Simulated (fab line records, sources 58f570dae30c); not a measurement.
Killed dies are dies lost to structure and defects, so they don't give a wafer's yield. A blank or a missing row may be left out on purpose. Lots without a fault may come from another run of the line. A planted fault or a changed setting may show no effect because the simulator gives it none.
Chamber matching | flow berkeley_cmos170 | UCB170_V2_CVD_00 on pecvd-03: 3 sister chambers
The step deposits SiO2 from TEOS/O2, target thk 2000 nm, time 250 s. 6 wafers are shown with their chamber, then 7 later ones without.

WAFERS WITH THEIR CHAMBER
wafer  | chamber | heater_power_w (W)
L933.2 | 2       | 203
L933.6 | 1       | 159
L935.3 | 1       | 225
L935.6 | 2       | 152
L936.2 | 0       | 315
L936.4 | 0       | 235

WAFERS WITHOUT THEIR CHAMBER
wafer  | heater_power_w (W)
L936.6 | 149
L938.1 | 222
L938.5 | 317
L938.6 | 148
L941.1 | 226
L941.5 | 148
L941.6 | 327

WHICH CHAMBER EACH WENT THROUGH
wafer  | from the rows above          | in truth
L936.6 | can't be placed: 2 or 1      | 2
L938.1 | can't be placed: 1 or 2 or 0 | 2
L938.5 | can't be placed: 0 or 1      | 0
L938.6 | can't be placed: 2 or 1      | 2
L941.1 | can't be placed: 1 or 2 or 0 | 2
L941.5 | can't be placed: 2 or 1      | 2
L941.6 | can't be placed: 0 or 1      | 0
Placed correctly: 0 of 7. Can't be placed from these rows: 7 (the true chamber is among the candidates in 7). Placed wrongly: 0.
How it was worked out, from the rows above alone: a wafer's distance from a chamber is the root of the sum, over the readings, of the square of ((its reading less the chamber's mean) divided by the reading's scatter). The wafer belongs to the nearest chamber; if the next one is less than 2 further off, it can't be placed. A chamber's mean is the mean of its shown wafers. The scatter: the root of (the sum of the squares of (reading less its chamber's mean) over the shown wafers, divided by (wafers less chambers)).
